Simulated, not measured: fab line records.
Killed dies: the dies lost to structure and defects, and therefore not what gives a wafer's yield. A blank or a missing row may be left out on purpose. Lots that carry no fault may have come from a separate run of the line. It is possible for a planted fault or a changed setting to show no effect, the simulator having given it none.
fab line records | flow berkeley_cmos170
[record] lots = 5 | wafers = 15 | last_day = 13
route steps=331 shown NWELL@32 PWELL@34 M3@331
lots that met no fault: from a run of the same line without faults
start_h: hours from the record's first day to the start of the lot's first wafer shown | wait_h: hours since the lot's step before | " identical to the entry in the row above | L1.1+2: a single row standing in for several wafers | - value missing, or start not given | * or withheld: withheld | < > ~ a bound
route shown NAME@n: NAME is a module with steps in the file, n the number in the route of the first one | usual: mean/standard deviation taken from wafers without a fault | same: alike in all rows | chamber/n: place in a boat | sites: the reading at each site | _std_site: the standard deviation of these | _edge_site: inner sites' mean taken away from outer sites' mean | radius_mm: for every site, how far away it sits from the centre of the wafer | mask NAME#n: copy n | behind: the tool/chamber that last shaped the wafer | hold: the reason the lot was held/the length of the hold in hours/how it ended | device: transistor that didn't switch, given as n, p or np | end of line: at the end of the route, the tests of the same wafers | a step with no rows: only its recipe | killed: the dies lost at the first sort to structure and to defects; this is not the yield of the wafer | map: a wafer's dies, x killed, . not, _ none there
set.NAME: the setting as run; set.NAME@STEP: as run at that earlier step | model.NAME: the simulator's own value behind a step, which no gauge read
certain route steps with their lots: each step a table, each wafer a row
services: the hour from which a tool's chamber was out of use, counted from the record's first day as start_h (under 0 if before that day), plus the number of hours and why
[[steps]]
[step UCB170_NWELL_WET_ETCH_18]
[recipe] chemistry = H3PO4 | target = Si3N4 | temp_c = 160 | time_s = 14400
[step UCB170_NWELL_WET_ETCH_19]
[recipe] chemistry = BOE | dilution = 5:1 | target = SiO2 | temp_c = 25 | time_s = 22
[step UCB170_PWELL_CLEAN_00]
[recipe] chemistry = SPM | temp_c = 120 | time_s = 600
[step UCB170_PWELL_CLEAN_01]
[recipe] chemistry = dHF | dilution = 25:1 | time_s = 60
[step UCB170_PWELL_OXIDATION_02]
[recipe] temp_c = 1000 | ambient = O2 | target_thk_a = 264 | ox_time_s = 1260
[step UCB170_PWELL_THK_MEAS_03]
[recipe] reads = SiO2_of_PWELL_OXIDATION_02
[usual] PWELL_OXIDE_THK = 26.3/0.47
lot.wafer | tool          | chamber | start_h | wait_h | PWELL_OXIDE_THK[nm]
L714.3    | film_metro-01 | -       | 60.68   | 0.0    | 25.6
L714.4    | "             | -       | "       | "      | 25.5
L714.6    | "             | -       | "       | "      | 26.0
L719.2    | film_metro-02 | -       | 88.23   | 0.1    | 26.1
L719.3    | "             | -       | "       | "      | 25.8
L719.5    | "             | -       | "       | "      | 26.0
L726.1    | film_metro-03 | -       | 127.83  | 0.0    | 25.1
L726.3    | "             | -       | "       | "      | 25.3
L726.4    | "             | -       | "       | "      | 25.5
L730.1    | film_metro-01 | -       | 135.30  | 0.0    | 25.7
L730.2    | "             | -       | "       | "      | 25.9
L730.4    | "             | -       | "       | "      | 26.2
L732.1    | film_metro-03 | -       | 159.98  | 0.0    | 26.5
L732.5    | "             | -       | "       | "      | 26.4
L732.6    | "             | -       | "       | "      | 26.8
[step UCB170_PWELL_ANNEAL_04]
[recipe] temp_c = 1000 | time_s = 900 | ambient = N2
[step UCB170_PWELL_CVD_05]
[recipe] material = Si3N4 | target_thk_nm = 220 | temp_c = 800 | precursor = SiH2Cl2/NH3 | time_s = 3300 | pressure_mtorr = 200 | sih2cl2_flow_sccm = 25 | nh3_flow_sccm = 75
[step UCB170_PWELL_THK_MEAS_06]
[recipe] reads = Si3N4_of_PWELL_CVD_05
[usual] PWELL_NITRIDE_THK = 220.6/2.1
lot.wafer | tool          | chamber | start_h | wait_h | PWELL_NITRIDE_THK[nm]
L714.3    | film_metro-01 | -       | 69.26   | 0.0    | 222.0
L714.4    | "             | -       | "       | "      | 222.9
L714.6    | "             | -       | "       | "      | 221.0
L719.2    | film_metro-02 | -       | 96.98   | 0.0    | 218.8
L719.3    | "             | -       | "       | "      | 218.3
L719.5    | "             | -       | "       | "      | 218.4
L726.1    | film_metro-01 | -       | 135.52  | 0.0    | 221.2
L726.3    | "             | -       | "       | "      | 221.0
L726.4    | "             | -       | "       | "      | 219.3
L730.1    | film_metro-02 | -       | 143.37  | 0.1    | 216.0
L730.2    | "             | -       | "       | "      | 218.8
L730.4    | "             | -       | "       | "      | 216.6
L732.1    | film_metro-03 | -       | 167.33  | 0.0    | 221.4
L732.5    | "             | -       | "       | "      | 219.2
L732.6    | "             | -       | "       | "      | 218.7
[step UCB170_PWELL_HMDS_07]
[recipe] prime_time_s = 60 | prime_temp_c = 100
[step UCB170_PWELL_COAT_08]
[recipe] resist = KrF | spin_rpm = 1500 | resist_thk_nm = 900
[step UCB170_PWELL_SOFTBAKE_09]
[recipe] resist = KrF | temp_c = 130 | time_s = 60
[step UCB170_PWELL_EXPOSE_10]
[recipe] mask_id = PWELL | target_cd_nm = 3000 | na = 0.5 | sigma_outer = 0.6 | source_shape = conventional | dose_mj = 19
lot.wafer  | tool           | chamber | start_h | wait_h | mask
L714.3+4+6 | krf_scanner-01 | 0       | 70.19   | 0.1    | PWELL#0
L719.2+3+5 | krf_scanner-01 | 0       | 97.74   | 0.2    | PWELL_R1#0
L726.1+3+4 | krf_scanner-02 | 0       | 136.29  | 0.2    | PWELL#0
L730.1+2+4 | krf_scanner-01 | 0       | 144.43  | 0.3    | PWELL#0
L732.1+5+6 | krf_scanner-01 | 0       | 168.31  | -      | PWELL#0
[step UCB170_PWELL_PEB_11]
[recipe] peb_temp_c = 130 | peb_time_s = withheld | resist = KrF
[step UCB170_PWELL_DEVELOP_12]
[recipe] developer = TMAH | develop_time_s = 45 | resist = KrF | dev_temp_c = 21
[step UCB170_PWELL_OVL_MEAS_13]
[usual] PWELL_OVL = 1/5
lot.wafer | tool       | chamber | start_h | wait_h | PWELL_OVL[nm]
L714.3    | overlay-02 | -       | 70.63   | -      | 7
L714.4    | "          | -       | "       | "      | 1
L714.6    | "          | -       | "       | "      | 0
L719.2    | overlay-01 | -       | 98.21   | -      | 4
L719.3    | "          | -       | "       | "      | -1
L719.5    | "          | -       | "       | "      | 6
L726.1    | overlay-01 | -       | 137.10  | -      | -10
L726.3    | "          | -       | "       | "      | -5
L726.4    | "          | -       | "       | "      | -13
L730.1    | overlay-01 | -       | 145.75  | -      | -1
L730.2    | "          | -       | "       | "      | 3
L730.4    | "          | -       | "       | "      | 2
L732.1    | overlay-02 | -       | 169.83  | -      | -3
L732.5    | "          | -       | "       | "      | -1
L732.6    | "          | -       | "       | "      | -3
[step UCB170_PWELL_ETCH_14]
[recipe] chemistry = CH3F/Ar/O2 | target = Si3N4 | stop_on = SiO2 | CH3F_flow_sccm = 20 | Ar_flow_sccm = 50 | O2_flow_sccm = 7 | pressure_mtorr = 50 | rf_w = 450 | target_depth_a = 2420 | over_etch_frac = 0.11 | time_s = 151
[usual] drypump_motor_current_A = 5.7/0.57 | oes_product_au = 0.938/0.015 | throttle_valve_pct = 8.00/0.067
lot.wafer | tool        | chamber | start_h | wait_h | drypump_motor_current_A | oes_product_au | rf_hours_counter_h | throttle_valve_pct | model.PWELL.cd_nm
L714.3    | rie_diel-01 | 3       | 70.65   | 0.0    | 4.9                     | 0.946          | 52                 | 8.01               | 3000
L714.4    | "           | 1       | "       | "      | 6.1                     | 0.946          | -                  | 7.89               | 2999
L714.6    | "           | 3       | "       | "      | 4.9                     | 0.936          | -                  | 8.02               | 3000
L719.2    | rie_diel-04 | 2       | 98.24   | 0.0    | 5.8                     | 0.948          | 84                 | 7.99               | 3209
L719.3    | "           | 3       | "       | "      | 6.5                     | 0.918          | 34                 | 8.04               | 3209
L719.5    | "           | 0       | "       | "      | 5.6                     | 0.935          | -                  | 8.01               | 3208
L726.1    | rie_diel-01 | 0       | 137.13  | 0.0    | 6.5                     | 0.950          | 2                  | 8.03               | 2996
L726.3    | "           | 1       | "       | "      | 6.1                     | 0.941          | 55                 | 7.90               | 2999
L726.4    | "           | 3       | "       | "      | 4.9                     | 0.933          | 55                 | 8.01               | 2998
L730.1    | rie_diel-03 | 1       | 145.79  | 0.0    | 5.3                     | 0.936          | 1                  | 8.14               | 3001
L730.2    | "           | 0       | "       | "      | 6.3                     | 0.942          | 5                  | 8.02               | 3002
L730.4    | "           | 2       | "       | "      | 5.7                     | 0.920          | 14                 | 7.86               | 3001
L732.1    | rie_diel-04 | 3       | 169.86  | 0.0    | 6.5                     | 0.928          | 37                 | 8.07               | 2999
L732.5    | "           | 3       | "       | "      | 6.5                     | 0.925          | -                  | 8.04               | 3000
L732.6    | "           | 0       | "       | "      | 5.5                     | 0.937          | -                  | 8.00               | 2999
[step UCB170_PWELL_IMPLANT_15]
[recipe] species = B | dose_cm2 = 5e+12 | energy_kev = 60 | tilt_deg = 7
[step UCB170_M3_PROBE_99]
lot.wafer | tool      | chamber | start_h | wait_h | model.etest.nwell.width_nm | model.etest.nwell.line_ohm_um
L714.3    | prober-01 | -       | 212.72  | 0.2    | 2344                       | 364.2
L714.4    | prober-01 | -       | 212.77  | 0.2    | 2360                       | 369.7
L714.6    | prober-01 | -       | 212.87  | 0.2    | 2361                       | 363.5
L719.2    | prober-01 | -       | 233.59  | 0.1    | 2322                       | 366.8
L719.3    | prober-01 | -       | 233.64  | 0.2    | 2324                       | 367.5
L719.5    | prober-01 | -       | 233.74  | 0.2    | 2324                       | 372
L726.1    | prober-01 | -       | 274.27  | 0.1    | 2358                       | 352.8
L726.3    | prober-01 | -       | 274.37  | 0.2    | 2360                       | 361
L726.4    | prober-01 | -       | 274.42  | 0.2    | 2351                       | 363.8
L730.1    | prober-02 | -       | 290.79  | 0.1    | 2364                       | 366.1
L730.2    | prober-02 | -       | 290.84  | 0.1    | 2368                       | 364
L730.4    | prober-02 | -       | 290.94  | 0.2    | 2365                       | 369.5
L732.1    | prober-02 | -       | 300.28  | 0.1    | 2350                       | 363.3
L732.5    | prober-02 | -       | 300.48  | 0.2    | 2359                       | 363.8
L732.6    | prober-02 | -       | 300.53  | 0.2    | 2370                       | 364.1
// killed by level:class
L714.3 START:geometric_particle:open=1 GATE:geometric_particle:open=1 SILICIDE:geometric_particle:short=1
L714.4 START:geometric_particle:short=1 SPACER:geometric_particle:open=1
L714.6 WELLDRIVE:geometric_particle:open=1 SCREENOX:geometric_particle:open=1 SILICIDE:geometric_particle:short=1 M3:geometric_particle:short=1
L726.1 GATE:geometric_particle:short=2
L726.3 SILICIDE:geometric_particle:open=2 GATE:geometric_particle:open=1 M1:geometric_particle:short=1 V2:geometric_particle:open=1
L726.4 SACOX:geometric_particle:open=1 SPACER:geometric_particle:short=1 SILICIDE:geometric_particle:short=1
L730.1 M1:geometric_particle:short=2 GATE:geometric_particle:open=1 GATE:geometric_particle:short=1
L730.2 SILICIDE:geometric_particle:short=2 SPACER:geometric_particle:short=1 SILICIDE:geometric_particle:open=1 CONTACT:geometric_particle:open=1 M2:geometric_particle:short=1
L730.4 ACTIVE:geometric_particle:short=1 M1:geometric_particle:short=1 V1:geometric_particle:open=1
L732.5 GATE:geometric_particle:open=2 FIELD:geometric_particle:open=1 M1:geometric_particle:short=1
L732.6 GATE:geometric_particle:open=1 V1:geometric_particle:open=1 V2:geometric_particle:open=1
[[services]]
tool           | chamber | start_h | hours | kind
krf_scanner-01 | -       | 58.13   | 0.6   | repair
krf_scanner-02 | -       | 64.71   | 7.2   | pm
rie_diel-01    | 0       | 68.52   | -     | clean
rie_diel-01    | 0       | 68.52   | 15.7  | scheduled_down
rie_diel-01    | 0       | 68.52   | 15.7  | vent_cycle
krf_scanner-02 | -       | 71.91   | 1.3   | pm
krf_scanner-01 | -       | 73.21   | 1.3   | pm
krf_scanner-01 | -       | 80.39   | 11.6  | pm
rie_diel-04    | 1       | 84.82   | 8.3   | repair
krf_scanner-02 | -       | 93.35   | 0.7   | repair
krf_scanner-02 | 0       | 100.67  | -     | calibration
rie_diel-03    | 1       | 102.03  | -     | clean
rie_diel-03    | 1       | 102.03  | 16.9  | scheduled_down
rie_diel-03    | 1       | 102.03  | 16.9  | vent_cycle
krf_scanner-02 | -       | 127.09  | 0.4   | repair
rie_diel-01    | 0       | 137.49  | 6.0   | repair
krf_scanner-01 | -       | 142.88  | 1.0   | pm
krf_scanner-02 | -       | 143.96  | 4.4   | pm
krf_scanner-01 | -       | 148.41  | -     | calibration
rie_diel-01    | 2       | 162.83  | 6.9   | repair
[[key]]
[first_sign] step = UCB170_PWELL_EXPOSE_10 | reading = mask | direction = changed
effect none on later readings
[model_effect] step = UCB170_PWELL_ETCH_14 | value = PWELL.cd_nm | without = 2999 | struck = 3209
[model_effect] step = UCB170_M3_PROBE_99 | value = etest.nwell.width_nm | without = 2366 | struck = 2323
met_at UCB170_PWELL_EXPOSE_10
struck_wafers L719.2,L719.3,L719.5
sort_left_out L719.2,L719.3,L719.5
tester_left_out L719
onset_between 70.19 97.74
[fault] kind = wrong_mask | tool = any | chamber = - | onset_h = 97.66 | steps = UCB170_PWELL_EXPOSE_10 | aux_copy = PWELL_R1#0 | cd_offset_nm = 210 | scope = struck_lots_only
// tester_left_out: of these lots the tester's yield and bins aren't shown, on N5 and GAA mostly nor the transistor test; their killed dies are dies lost to structure and defects alone, not to doping, threshold or leakage, so they don't give the yield
// sort_left_out: the simulated sort isn't trusted on such a fault, so these wafers' sort isn't shown, and their yield isn't known
